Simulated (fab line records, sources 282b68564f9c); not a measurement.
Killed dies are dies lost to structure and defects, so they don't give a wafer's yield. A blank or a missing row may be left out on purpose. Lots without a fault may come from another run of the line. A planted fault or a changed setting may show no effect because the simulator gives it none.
Problem report in the 8D (eight disciplines) form, filled by code | flow rit_cmos | the parts of the form that need people (team, actions taken, sign-off) are left out

1. THE PROBLEM
tilt_deg at RIT_NWELL_IMPLANT_08 reads a mean of 7.843 degrees on 6 wafers of 2 lots; wafers without a fault read 6.999 degrees with a standard deviation of 0.019. That is +44 standard deviations from the usual mean.
First seen on wafer L413.1, day 4 07:43, on implanter-03. The record holds 42 wafers of 14 lots with a number at this step. Rule for "out", or "out of limits": more than 4 standard deviations from the usual mean. The other wafers with a number count as sound.

2. WHAT IT IS AND WHAT IT IS NOT
question                    | is                     | is not
which readings at this step | tilt_deg               | -
which lots                  | L413, L415             | L403, L404, L406, L407, L408, L409, L411, L412, L417, L423, L424, L425
which wafers of those lots  | all that have a number | -
read on which tools         | implanter-03           | implanter-01, implanter-02
when                        | from day 4 07:43       | up to then (24 sound wafers); but 12 sound wafers of L417, L423, L424, L425 came after

3. SUSPECTS, AND WHAT RULES EACH OUT
Counting: a tool at a process step up to the reading stays a suspect if it ran every lot that is out and no sound lot after the first of them.
- implanter-03 at RIT_NWELL_IMPLANT_08: kept. It ran every lot that is out, first L413 (day 4 07:43), and no sound lot after that; its last sound lot up to then is L411 (day 3 15:22). Its own readings are out on those wafers: tilt_deg.
Left after counting: implanter-03 at RIT_NWELL_IMPLANT_08.

4. THE CAUSE (what the simulator had put in)
Process parameter drift: implanter-03, from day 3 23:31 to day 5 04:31, at RIT_NWELL_IMPLANT_08. Setting tilt_deg, moved by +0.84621, from 7. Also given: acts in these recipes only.
Counting left only this tool.

5. THE CHAIN OF EFFECTS, in route order
Each row: a reading whose mean over the struck wafers that have a number lies more than 3 standard deviations from the usual. Only readings for which the record gives a usual standard deviation are gone through. hours: the time from each lot's start at the first step in this table that gives one to its start at this step, as a median over the lots. sigmas: the change in usual standard deviations.
hours | step                 | reading  | usual         | on struck wafers | change | sigmas
0     | RIT_NWELL_IMPLANT_08 | tilt_deg | 6.999 degrees | 7.843            | +0.844 | +44
The process steps in it:
- RIT_NWELL_IMPLANT_08

6. WHAT WOULD HAVE CAUGHT IT SOONER
In this record the first reading out of limits was taken at day 4 07:43, 8 hours after the fault began at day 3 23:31.
